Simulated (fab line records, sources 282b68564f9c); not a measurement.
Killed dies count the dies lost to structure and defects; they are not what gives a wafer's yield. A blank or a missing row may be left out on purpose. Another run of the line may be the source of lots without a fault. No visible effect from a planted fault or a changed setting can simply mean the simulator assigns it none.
A struck lot beside a sound one ; flow rit cmos ; 43 steps out of a route of 202
Sound: the wafers L342.2, L342.3, L342.5. The struck wafers were L357.2, L357.4, L357.6. At the end, the cause is stated.
Each step with rows lists, per side, the tool, then ch with its chambers, then its first start. Under that, the readings that differ: sound wafers ; struck wafers ; difference of the means ; sigmas: that difference in standard deviations of wafers without a fault.
alike: readings with means less than 2 such deviations apart, plus words and numbers identical on both sides. not compared: withheld readings, readings lacking a value on some wafer, bounds such as >300 that could conceal the same value, and numbers that have no deviation in the record and whose values overlap.
Wherever a step has rows on one side only, a row that says differs or no value, or a row with sigmas, the two part there. Non-overlapping numbers with no deviation appear without sigmas and do not part them. A reading missing from all wafers of one side parts the sides only when that side holds two or more wafers.

first, 4 steps without rows for these wafers: RIT_GATE_SOFTBAKE_12 (time 60 s); RIT_GATE_EXPOSE_13 (exposes mask M6, target cd 150 nm); RIT_GATE_PEB_14; RIT_GATE_DEVELOP_15 (develop time 50 s).
RIT_GATE_CD_MEAS_16: the cd target is 150 nm.
  sound: cd sem-02 at day 3 08:22; struck: cd sem-02 at day 6 08:35
  alike: cd nm
RIT_GATE_OVL_MEAS_17:
  sound: overlay-01 at day 3 08:29; struck: overlay-01 at day 6 08:41
  alike: GATE_OVL
then, 1 step without rows for these wafers: RIT_GATE_HARDBAKE_18 (time 60 s).
RIT_GATE_ETCH_19: etches poly-Si in SF6/CHF3/O2, stops on SiO2, time 165 s, target depth 312.5 nm.
  sound on rie si-01 ch 0,1,2, day 3 08:40; struck on rie si-02 ch 2,3, day 6 08:52
  alike: drypump motor current A, oes product au, throttle valve pct
  not compared: rf hours counter h
RIT_GATE_STRIP_20: strips in O2, time 180 s.
  sound on plasma asher-03 ch 0,1, day 3 08:46; struck on plasma asher-02 ch 1, day 6 08:59
  alike: drypump motor current A
  not compared: rf hours counter h
RIT_GATE_CD_MEAS_90: the cd target is 150 nm.
  sound: cd sem-01 at day 3 08:58; struck: cd sem-02 at day 6 09:10
  alike: cd nm
then, 2 steps without rows for these wafers: RIT_REOX_CLEAN_00 (cleans in SC1, time 600 s); RIT_REOX_CLEAN_01 (cleans in dHF, time 30 s).
RIT_REOX_CLEAN_02: cleans in SC2, time 600 s.
  sound on wet bench-02 ch 0, day 3 09:16; struck on wet bench-01 ch 0, day 6 09:38
then, 1 step without rows for these wafers: RIT_REOX_OXIDATION_03 (target thk 25.2 nm, ox time 5580 s).
RIT_REOX_THK_MEAS_04:
  sound: film metro-04 at day 3 12:30; struck: film metro-01 at day 6 12:33
  alike: REOX_OXIDE_THK
then, 6 steps without rows for these wafers: RIT_NLDD_HMDS_00 (prime time 60 s); RIT_NLDD_COAT_01 (resist thk 1000 nm); RIT_NLDD_SOFTBAKE_02 (time 60 s); RIT_NLDD_EXPOSE_03 (exposes mask M7, target cd 40700 nm); RIT_NLDD_PEB_04; RIT_NLDD_DEVELOP_05 (develop time 50 s).
RIT_NLDD_OVL_MEAS_06:
  sound: overlay-02 at day 3 13:25; struck: overlay-02 at day 6 13:32
  alike: NLDD_OVL
then, 2 steps without rows for these wafers: RIT_NLDD_HARDBAKE_07 (time 60 s); RIT_NLDD_IMPLANT_08.
RIT_NLDD_STRIP_09: strips in O2, time 180 s.
  sound on plasma asher-03 ch 0,1, day 3 13:44; struck on plasma asher-04 ch 0,1, day 6 13:52
  alike: drypump motor current A
  not compared: rf hours counter h
RIT_NLDD_TW_MEAS_10:
  sound: film metro-04 at day 3 13:55; struck: film metro-03 at day 6 14:03
  alike: NLDD_TW
then, 6 steps without rows for these wafers: RIT_PLDD_HMDS_00 (prime time 60 s); RIT_PLDD_COAT_01 (resist thk 1000 nm); RIT_PLDD_SOFTBAKE_02 (time 60 s); RIT_PLDD_EXPOSE_03 (exposes mask M8, target cd 40900 nm); RIT_PLDD_PEB_04; RIT_PLDD_DEVELOP_05 (develop time 50 s).
RIT_PLDD_OVL_MEAS_06:
  sound: overlay-01 at day 3 14:57; struck: overlay-02 at day 6 15:05
reading;sound;struck;difference;sigmas
PLDD_OVL (nm);0.9 1.3 0.5;-3.1 -4.2 -3.2;-4.4;-3
then, 2 steps without rows for these wafers: RIT_PLDD_HARDBAKE_07 (time 60 s); RIT_PLDD_IMPLANT_08.
RIT_PLDD_STRIP_09: strips in O2, time 180 s.
  sound on plasma asher-04 ch 0,1, day 3 15:17; struck on plasma asher-01 ch 0,1, day 6 15:25
  alike: drypump motor current A
  not compared: rf hours counter h
RIT_PLDD_TW_MEAS_10:
  sound: film metro-02 at day 3 15:28; struck: film metro-04 at day 6 15:36
reading;sound;struck;difference;sigmas
PLDD_TW;2276 2286 2301;2352 2340 2350;+60;+2
then, 4 steps without rows for these wafers: RIT_SPACER_CLEAN_00 (cleans in SC1, time 600 s); RIT_SPACER_CLEAN_01 (cleans in dHF, time 30 s); RIT_SPACER_CLEAN_02 (cleans in SC2, time 600 s); RIT_SPACER_CVD_03 (deposits Si3N4 from SiH2Cl2/NH3, target thk 250 nm, time 3300 s).
RIT_SPACER_THK_MEAS_04:
  sound: film metro-01 at day 3 17:50; struck: film metro-03 at day 6 17:58
  alike: SPACER_NITRIDE_THK
RIT_M1_PROBE_99:
  rows exist in the record for the struck wafers here (prober-01, day 7 05:07), but not for the sound ones

## WHERE THEY PART
Last at RIT_M1_PROBE_99 as far as this record goes, first at RIT_PLDD_OVL_MEAS_06.

WHY: whatever the simulator had introduced
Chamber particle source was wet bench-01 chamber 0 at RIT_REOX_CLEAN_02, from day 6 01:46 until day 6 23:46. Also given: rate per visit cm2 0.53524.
